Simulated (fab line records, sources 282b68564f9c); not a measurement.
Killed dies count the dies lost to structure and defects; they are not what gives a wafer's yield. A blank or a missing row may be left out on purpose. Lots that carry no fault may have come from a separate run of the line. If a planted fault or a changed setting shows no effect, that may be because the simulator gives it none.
Check for tools in common	flow rit cmos	Sampled: 14 lots, 42 wafers

## WHY IT WAS OPENED
RIT_M1_RS_MEAS_01, reading M1_AL_RS: flagged on 2 of 14 lots. Fault-free wafers read 0.0736 ohm/sq, with a standard deviation of 0.00065.
Rule: flag the lot when none of its wafers has a number, or when each of its wafers that has one lies beyond 4 standard deviations from that mean. The other lots count as sound.

lot	measured	on	M1_AL_RS (ohm/sq), wafer by wafer	flag
L209	day 3 05:24	film metro-03	0.0729 0.0734 0.0736	
L210	day 3 10:43	film metro-03	0.0735 0.0727 0.0739	
L211	day 3 15:28	film metro-01	0.0735 0.0743 0.0745	
L212	day 3 20:18	film metro-04	0.0739 0.0733 0.0735	
L215	day 4 10:25	film metro-04	0.0585 0.0578 0.0583	FLAGGED
L217	day 4 21:41	film metro-03	0.0586 0.0589 0.0583	FLAGGED
L218	day 5 03:23	film metro-03	0.0733 0.0746 0.0739	
L223	day 6 05:05	film metro-01	0.0736 0.0729 0.0732	
L225	day 6 14:17	film metro-01	0.0739 0.0738 0.0740	
L227	day 6 22:37	film metro-01	0.0737 0.0738 0.0742	
L228	day 7 05:20	film metro-01	0.0716 0.0727 0.0716	
L229	day 7 13:41	film metro-04	0.0735 0.0737 0.0745	
L230	day 7 18:53	film metro-04	0.0734 0.0734 0.0732	
L232	day 8 02:16	film metro-04	0.0737 0.0733 0.0742	
Average over the flagged lots: 0.0584 ohm/sq; offset from the usual -0.0152 ohm/sq, equal to -23 standard deviations.

## WHICH TOOL EACH LOT WENT THROUGH
The record holds 1 process step before the reading, out of a route of 202 steps. In each cell: the tool, then ch and the chambers that the sampled wafers went through, then the start.
lot	flag	RIT_M1_SPUTTER_00
L209		pvd sputter-03, day 3 05:04
L210		pvd sputter-03, day 3 10:25
L211		pvd sputter-01, day 3 15:09
L212		pvd sputter-03, day 3 20:01
L215	FLAGGED	pvd sputter-01, day 4 10:08
L217	FLAGGED	pvd sputter-01, day 4 21:22
L218		pvd sputter-03, day 5 03:03
L223		pvd sputter-02, day 6 04:47
L225		pvd sputter-02, day 6 13:55
L227		pvd sputter-02, day 6 22:19
L228		pvd sputter-01, day 7 05:01
L229		pvd sputter-02, day 7 13:20
L230		pvd sputter-01, day 7 18:32
L232		pvd sputter-03, day 8 01:57
These steps, and what they do:
- RIT_M1_SPUTTER_00: material Al, target thk 400 nm, time 500 s.
- RIT_M1_RS_MEAS_01: measures by four-point-probe.

## FLAGGED OVER TOTAL, TOOL BY TOOL (the gauges that took the reading come last)
step	tool	lots run	flagged	share of the flagged lots	sound lots run after its first flagged lot
RIT_M1_SPUTTER_00	pvd sputter-01	5	2	all	2 (L228,L230)
RIT_M1_SPUTTER_00	pvd sputter-02	4	0	none	-
RIT_M1_SPUTTER_00	pvd sputter-03	5	0	none	-
RIT_M1_RS_MEAS_01	film metro-01	5	0	none	-
RIT_M1_RS_MEAS_01	film metro-03	4	1	some	1 (L218)
RIT_M1_RS_MEAS_01	film metro-04	5	1	some	3 (L229,L230,L232)

## THE TABLE: WHAT IT ALLOWS
1 row of the table ran every flagged lot: pvd sputter-01 at RIT_M1_SPUTTER_00.
- pvd sputter-01 at RIT_M1_SPUTTER_00 ran 5 lots, 2 of them flagged. Sound lots followed the first flagged one (L228, L230) on it, something a lasting fault affecting the whole tool could not allow.
There is no row in the table that ran each flagged lot and no sound lot after the first.

## WHAT HAD BEEN PUT IN BY THE SIMULATOR
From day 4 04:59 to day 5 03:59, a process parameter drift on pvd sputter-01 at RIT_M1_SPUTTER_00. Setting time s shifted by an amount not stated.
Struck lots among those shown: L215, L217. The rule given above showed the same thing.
